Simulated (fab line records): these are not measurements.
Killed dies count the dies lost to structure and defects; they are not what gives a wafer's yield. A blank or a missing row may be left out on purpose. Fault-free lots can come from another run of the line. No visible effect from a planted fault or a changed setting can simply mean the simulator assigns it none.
fab line records    flow berkeley_cmos170
record: lots: 5  wafers: 15  last_day: 14
route steps=331 shown M1@252 V1@254
lots untouched by any fault: they come from a run of this same line in which no faults occurred
start_h: the number of hours between the record's first day and the start of the first shown wafer of the lot    wait_h: time in hours since the lot's previous step    " the same as in the row above    L1.1+2: a single row standing in for several wafers    - no value, or no start given    * or withheld: withheld    < > ~ a bound
route shown NAME@n: a module of which the file shows steps, and the number in the route of the first    usual: average and standard deviation across the fault-free wafers    same: alike in all rows    chamber/n: place in a boat    sites: readings site by site    _std_site: standard deviation across them    _edge_site: inner sites' mean taken away from outer sites' mean    radius_mm: how far each site lies from the wafer's centre    mask NAME#n: copy n    behind: the tool/chamber that last shaped the wafer    hold: the reason the lot was held/the length of the hold in hours/how it ended    device: whichever transistor did not switch (one of n, p or np)    end of line: tests of these same wafers at the route's end    a step with no rows: only its recipe    killed: the dies lost at the first sort to structure and to defects; this is not the yield of the wafer    map: a wafer's dies, marking killed ones x, the rest . and places with no die _
set.NAME: the setting that was run; set.NAME@STEP: the one run at that earlier step    model.NAME: the simulator's own value behind a step, which no gauge read
lots at selected steps of the route; one table per step, one row per wafer
services: the hour from which a tool's chamber was out of use, counted from the record's first day as start_h (under 0 if before that day), plus the number of hours and why
== steps ==
step: UCB170_M1_CD_MEAS_90
recipe: target_cd_nm: 700
usual: cd_nm: 699.3/2.2
lot.wafer  tool       chamber  start_h  wait_h  cd_nm
L183.1     cd_sem-01  -        205.68   0.1     691.2
L183.3     "          -        "        "       694.8
L183.5     "          -        "        "       697.7
L195.2     cd_sem-01  -        266.61   0.2     698.2
L195.5     "          -        "        "       697.9
L195.6     "          -        "        "       699.1
L194.3     cd_sem-01  -        266.83   0.1     698.6
L194.5     "          -        "        "       698.8
L194.6     "          -        "        "       698.0
L199.1     cd_sem-01  -        294.14   0.1     698.0
L199.2     "          -        "        "       696.9
L199.5     "          -        "        "       697.2
L200.1     cd_sem-01  -        322.34   0.1     701.3
L200.3     "          -        "        "       700.7
L200.5     "          -        "        "       699.3
step: UCB170_M1_ANNEAL_14
recipe: temp_c: 400  time_s: 1200  ambient: forming_gas
step: UCB170_V1_CVD_00
recipe: material: SiO2  target_thk_nm: 2000  temp_c: 390  precursor: TEOS/O2  time_s: 250  rf_w: 550  pressure_mtorr: 9000
usual: heater_power_w: 268/79  susceptor_temp_C: 389.99/0.21
lot.wafer  tool      chamber  start_h  wait_h  heater_power_w  susceptor_temp_C
L183.1     pecvd-03  0        207.13   0.0     333             390.12
L183.3     "         1        "        "       372             389.99
L183.5     "         0        "        "       238             390.14
L194.3     pecvd-01  2        268.82   0.0     223             389.80
L194.5     "         1        "        "       241             390.64
L194.6     "         2        "        "       311             389.95
L195.2     pecvd-03  1        268.82   0.0     272             389.75
L195.5     "         2        "        "       144             389.92
L195.6     "         0        "        "       239             389.85
L199.1     pecvd-03  1        296.73   0.0     295             389.90
L199.2     "         2        "        "       129             390.23
L199.5     "         0        "        "       330             389.67
L200.1     pecvd-01  0        323.79   0.0     295             390.10
L200.3     "         2        "        "       223             390.16
L200.5     "         1        "        "       242             390.22
step: UCB170_V1_THK_MEAS_01
recipe: reads: SiO2_of_V1_CVD_00
usual: V1_TEOS_THK: 2004/27
lot.wafer  tool           chamber  start_h  wait_h  V1_TEOS_THK[nm]
L183.1     film_metro-02  -        207.28   0.1     2009
L183.3     "              -        "        "       2039
L183.5     "              -        "        "       2029
L195.2     film_metro-04  -        268.99   0.1     2012
L195.5     "              -        "        "       2036
L195.6     "              -        "        "       2010
L194.3     film_metro-01  -        269.00   0.1     1975
L194.5     "              -        "        "       2045
L194.6     "              -        "        "       2027
L199.1     film_metro-01  -        296.88   0.1     2005
L199.2     "              -        "        "       2017
L199.5     "              -        "        "       2020
L200.1     film_metro-02  -        323.95   0.1     1955
L200.3     "              -        "        "       1979
L200.5     "              -        "        "       2033
step: UCB170_V1_CMP_02
recipe: material: SiO2  down_force_psi: 6  platen_rpm: 60  pad_velocity_m_s: 0.75398
usual: motor_current_A: 15.6/1.8
lot.wafer  tool    chamber  start_h  wait_h  motor_current_A
L183.3     cmp-01  3        207.34   0.0     19.1
L183.1     "       2        "        "       14.3
L183.5     "       3        "        "       20.1
L195.2     cmp-01  1        269.09   0.1     13.6
L195.5     "       0        "        "       13.7
L195.6     "       1        "        "       14.5
L194.3     cmp-01  0        269.49   0.5     13.0
L194.5     "       1        "        "       14.3
L194.6     "       2        "        "       14.5
L199.1     cmp-02  0        296.99   0.1     15.4
L199.2     "       1        "        "       14.7
L199.5     "       3        "        "       15.4
L200.3     cmp-01  0        324.01   0.0     14.4
L200.1     "       3        "        "       18.9
L200.5     "       0        "        "       14.4
step: UCB170_V1_BOW_MEAS_03
recipe: mode: bow
usual: V1_BOW: 19/7.4
lot.wafer  tool           chamber  start_h  wait_h  V1_BOW[um]
L183.1     film_metro-04  -        207.64   0.1     16
L183.3     "              -        "        "       32
L183.5     "              -        "        "       25
L195.2     film_metro-04  -        269.36   0.2     9
L195.5     "              -        "        "       6
L195.6     "              -        "        "       16
L194.3     film_metro-01  -        269.68   0.1     10
L194.5     "              -        "        "       17
L194.6     "              -        "        "       17
L199.1     film_metro-04  -        297.24   0.2     21
L199.2     "              -        "        "       12
L199.5     "              -        "        "       35
L200.1     film_metro-04  -        324.31   0.1     28
L200.3     "              -        "        "       21
L200.5     "              -        "        "       19
step: UCB170_V1_THK_MEAS_04
recipe: reads: SiO2_of_V1_CVD_00
usual: V1_POLISHED_THK: 1000.5/1.3
lot.wafer  tool           chamber  start_h  wait_h  V1_POLISHED_THK[nm]
L183.1     film_metro-04  -        207.76   0.1     1000.2
L183.3     "              -        "        "       999.7
L183.5     "              -        "        "       1000.5
L195.2     film_metro-04  -        269.47   0.1     1000.8
L195.5     "              -        "        "       1000.5
L195.6     "              -        "        "       998.5
L194.3     film_metro-01  -        269.78   0.1     1001.1
L194.5     "              -        "        "       999.5
L194.6     "              -        "        "       1000.2
L199.1     film_metro-04  -        297.36   0.1     1003.3
L199.2     "              -        "        "       999.6
L199.5     "              -        "        "       999.4
L200.1     film_metro-04  -        324.43   0.1     1000.7
L200.3     "              -        "        "       1000.3
L200.5     "              -        "        "       1000.6
step: UCB170_V1_CLEAN_05
recipe: chemistry: DIW
step: UCB170_V1_HMDS_06
recipe: prime_time_s: 60  prime_temp_c: 100
step: UCB170_V1_COAT_07
recipe: resist: KrF  spin_rpm: 1500  resist_thk_nm: 900
step: UCB170_V1_SOFTBAKE_08
recipe: resist: KrF  temp_c: 130  time_s: 60
step: UCB170_V1_EXPOSE_09
recipe: mask_id: VIA1  target_cd_nm: 700  na: 0.5  sigma_outer: 0.6  source_shape: conventional  dose_mj: 37
step: UCB170_V1_PEB_10
recipe: peb_temp_c: 130  peb_time_s: withheld  resist: KrF
usual: chill_plate_temp_C: 23.00/0.093  exhaust_pa: 45.1/0.9
lot.wafer  tool            chamber  start_h  wait_h  chill_plate_temp_C  exhaust_pa
L183.1     litho_track-03  0        208.69   0.1     22.85               46.2
L183.3     "               0        "        "       22.98               46.3
L183.5     "               0        "        "       22.87               47.1
L195.2     litho_track-01  -        270.72   0.4     -                   -
L195.5     "               -        "        "       -                   -
L195.6     "               -        "        "       -                   -
L194.3     litho_track-02  0        271.15   0.3     22.95               45.5
L194.5     "               0        "        "       23.03               44.8
L194.6     "               0        "        "       23.07               44.4
L199.1     litho_track-01  0        298.30   0.1     22.99               44.1
L199.2     "               0        "        "       23.00               46.6
L199.5     "               0        "        "       23.01               45.6
L200.1     litho_track-01  0        325.24   0.1     23.05               45.8
L200.3     "               0        "        "       23.23               43.9
L200.5     "               0        "        "       23.09               45.7
step: UCB170_V1_DEVELOP_11
recipe: developer: TMAH  develop_time_s: 45  resist: KrF  dev_temp_c: 21
== services ==
tool      chamber  start_h  hours  kind
pecvd-03  -        188.48   0.3    repair
cmp-02    -        200.28   13.1   pm
pecvd-03  -        207.69   0.9    repair
cmp-02    -        213.37   6.7    pm
cmp-02    -        223.65   1.1    repair
pecvd-01  2        224.98   4.4    repair
pecvd-03  0        231.38   9.1    repair
cmp-01    -        232.00   4.0    pm
pecvd-01  -        234.37   2.7    repair
cmp-01    -        236.00   -      consumable_replace:conditioner
cmp-01    -        236.00   -      consumable_replace:pad
pecvd-03  -        248.36   1.2    repair
cmp-02    -        250.17   1.9    repair
cmp-01    -        293.50   7.5    pm
cmp-01    -        312.38   7.3    pm
== key ==
first_sign: step: UCB170_V1_PEB_10  reading: tool_record  direction: missing
effect none on later readings
met_at UCB170_V1_PEB_10
struck_wafers L195.2,L195.5,L195.6
later_rows_left_out L195.2,L195.5,L195.6
sort_left_out L195.2,L195.5,L195.6
fault: kind: skipped_step_whole  tool: litho_track-01  chamber: -  onset_h: 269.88  steps: UCB170_V1_PEB_10  scope: struck_lots_only
sort_left_out: the simulated sort isn't trusted on such a fault, so these wafers' sort isn't shown, and their yield isn't known
later_rows_left_out: the simulator's readings of these wafers behind a module that went badly wrong aren't trusted and aren't shown, but for the sort
